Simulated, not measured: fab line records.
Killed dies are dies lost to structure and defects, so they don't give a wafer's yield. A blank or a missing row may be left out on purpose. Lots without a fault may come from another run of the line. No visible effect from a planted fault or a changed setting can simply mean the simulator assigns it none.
Which tool did it?    flow rit cmos    14 lots with 42 wafers sampled at 2 steps, on a route of 202 steps

== WHAT EACH GAUGE READ, for each wafer ==
Not one reading of a measure or inspect step in the record can be checked against a usual standard deviation.

== WHICH TOOL RAN EACH LOT (tool, then ch and the chambers of the sampled wafers, then the start) ==
lot   RIT_FOX2_OXIDATION_00         RIT_M1_PROBE_99
L647  furnace-01 ch 0, day 1 18:38  -
L648  furnace-01 ch 0, day 2 03:27  -
L649  furnace-03 ch 0, day 2 04:02  -
L651  furnace-03 ch 0, day 2 17:39  -
L652  furnace-04 ch 0, day 3 01:04  -
L656  furnace-04 ch 0, day 3 15:40  -
L659  furnace-01 ch 0, day 4 08:25  prober-02, day 6 02:19
L660  furnace-04 ch 0, day 4 11:19  -
L661  furnace-04 ch 0, day 4 16:31  -
L662  furnace-01 ch 0, day 4 22:42  -
L664  furnace-01 ch 0, day 5 06:39  -
L666  furnace-01 ch 0, day 5 17:50  -
L668  furnace-01 ch 0, day 6 04:20  -
L669  furnace-03 ch 0, day 6 09:11  -
- RIT_FOX2_OXIDATION_00: target thk 350.7 nm, ox time 1130 s.
- RIT_M1_PROBE_99

== AS READ BY THE TOOLS THEMSELVES (means over the sampled wafers that have a number; for cases with no such wafer, the mark the record gives instead) ==
RIT_FOX2_OXIDATION_00.
lot   tool        spike tc centre C (C)  spike tc load C (C)  spike tc source C (C)
L647  furnace-01  1102.3                 1122.6               1123
L648  furnace-01  1101.9                 1121.3               1123
L649  furnace-03  1102.7                 1126.4               1131
L651  furnace-03  1103.1                 1126.9               1132
L652  furnace-04  1103.7                 1126.1               1121
L656  furnace-04  1102.9                 1126.0               1120
L659  furnace-01  1102.0                 1121.8               1123
L660  furnace-04  1112.7                 1136.4               1131
L661  furnace-04  1113.0                 1136.6               1130
L662  furnace-01  1103.0                 1121.3               1123
L664  furnace-01  1102.6                 1122.6               1123
L666  furnace-01  1101.5                 1122.8               1124
L668  furnace-01  1103.1                 1122.0               1123
L669  furnace-03  1101.6                 1126.7               1132

RIT_M1_PROBE_99.
lot   tool       killed_at_M0_to_M3  killed at contacts  killed at front end  killed dies  killed open  killed short
L659  prober-02  0.0                 0.0                 6.7                  6.7          5.0          2

== THE ANSWER, worked out from the rows above alone ==
Rule: the usual values come from the lots themselves. The widest of any qualifying gaps counts: lots, ordered by their means at a reading, are off when they make up no more than a third of the lots, leave a main group of 4 or more, and stand apart from it by 3 or more times the standard deviation of that group's means. If all means in a main group match to the digits the tables above print for the reading, that group is not used. Also off: a lot with no number at a reading for which 4 or more lots have one. All remaining lots with rows at the step are treated as sound. After the gauges, taken in route order, come the tools' own readings; for these a lot's mean is taken, as printed above. The first step at which some lot is off is used, and at that step the reading that is off furthest; a lot without a number counts as furthest.
Off: L660, L661 (RIT_FOX2_OXIDATION_00, spike tc centre C). For the main group the mean is 1102.5 C and the standard deviation 0.65.
A tool fits if, at that step or a process step before it, it ran every lot that is off, and no sound lot after the first of them. One fits: furnace-04 at RIT_FOX2_OXIDATION_00. Its last sound lot is L656 (day 3 15:40), its first lot that is off L660 (day 4 11:19): a fault that began between those two fits.
The tool's own readings at RIT_FOX2_OXIDATION_00 bear it out: on the lots that are off they differ by more than 5 times the standard deviation of the sound lots' means. spike tc centre C reads 1112.8 C there against 1102.5 C on the sound lots; spike tc load C reads 1136.5 C there against 1123.9 C on the sound lots.

== WHAT WAS PUT IN BY THE SIMULATOR ==
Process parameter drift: furnace-04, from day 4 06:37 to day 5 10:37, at RIT_FOX2_OXIDATION_00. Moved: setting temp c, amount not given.
Struck lots among those shown: L660, L661. The same result came from the rule above.
